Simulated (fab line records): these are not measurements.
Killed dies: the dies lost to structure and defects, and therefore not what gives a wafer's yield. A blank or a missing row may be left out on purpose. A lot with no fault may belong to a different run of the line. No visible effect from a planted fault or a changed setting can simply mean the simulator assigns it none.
Which tool was responsible? + flow rit cmos + 7 lots, 21 wafers sampled, at 2 steps of a route of 202

## WHAT EACH GAUGE READ, for each wafer
RIT_CONTACT_CD_MEAS_08: target cd 1000 nm.
| lot  | measured    | on        | cd nm (nm)                          |
|------|-------------|-----------|-------------------------------------|
| L848 | day 3 14:23 | cd sem-02 | 996.8 996.3 997.8                   |
| L850 | day 3 21:47 | cd sem-02 | 998.3 996.2 998.4                   |
| L853 | day 4 09:47 | cd sem-02 | 1002.9 1002.9 1001.7                |
| L855 | day 4 20:15 | cd sem-02 | 1004.9 1003.6 1001.6                |
| L857 | day 5 07:58 | cd sem-02 | 999.6 999.6 1002.0                  |
| L859 | day 5 17:34 | cd sem-02 | 976.1 974.3 976.6 975.8 973.6 976.7 |
| L868 | day 8 00:34 | cd sem-02 | 999.6 999.8 1001.1                  |

## EACH LOT AND THE TOOL THAT RAN IT (in order: tool; ch and the chambers of the sampled wafers; start)
| lot  | RIT_CONTACT_EXPOSE_05              |
|------|------------------------------------|
| L848 | iline stepper-01 ch 0, day 3 13:52 |
| L850 | iline stepper-02 ch 0, day 3 21:16 |
| L853 | iline stepper-01 ch 0, day 4 09:11 |
| L855 | iline stepper-01 ch 0, day 4 19:44 |
| L857 | iline stepper-01 ch 0, day 5 07:26 |
| L859 | iline stepper-01 ch 0, day 5 17:03 |
| L868 | iline stepper-02 ch 0, day 8 00:03 |
- RIT_CONTACT_EXPOSE_05: exposes mask M11, target cd 1000 nm.

## THE ANSWER, worked out from the rows above alone
Rule: usual is defined by the lots themselves. The widest of any qualifying gaps counts: lots, ordered by their means at a reading, are off when they make up no more than a third of the lots, leave a main group of 4 or more, and stand apart from it by 3 or more times the standard deviation of that group's means. If all means in a main group match to the digits the tables above print for the reading, that group is not used. Also off: a lot with no number at a reading for which 4 or more lots have one. All remaining lots with rows at the step are treated as sound.
Off: L859 (RIT_CONTACT_CD_MEAS_08, cd nm). The main group: mean 1000.2 nm, standard deviation 2.3.
If a tool, at a process step before that reading, ran all the lots that are off and no sound lot after the first of them, it fits. The gauges at RIT_CONTACT_CD_MEAS_08 are tried like those tools. One fits: RIT_CONTACT_EXPOSE_05 on iline stepper-01. Its last sound lot is L857 (day 5 07:26), its first lot that is off L859 (day 5 17:03): a fault that began between those two fits.

## WHAT THE SIMULATOR PUT IN
Process parameter drift: iline stepper-01, from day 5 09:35 on, at RIT_CONTACT_EXPOSE_05. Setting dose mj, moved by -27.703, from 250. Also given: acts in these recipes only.
Lots struck among those shown: L859. Same finding as the rule above.
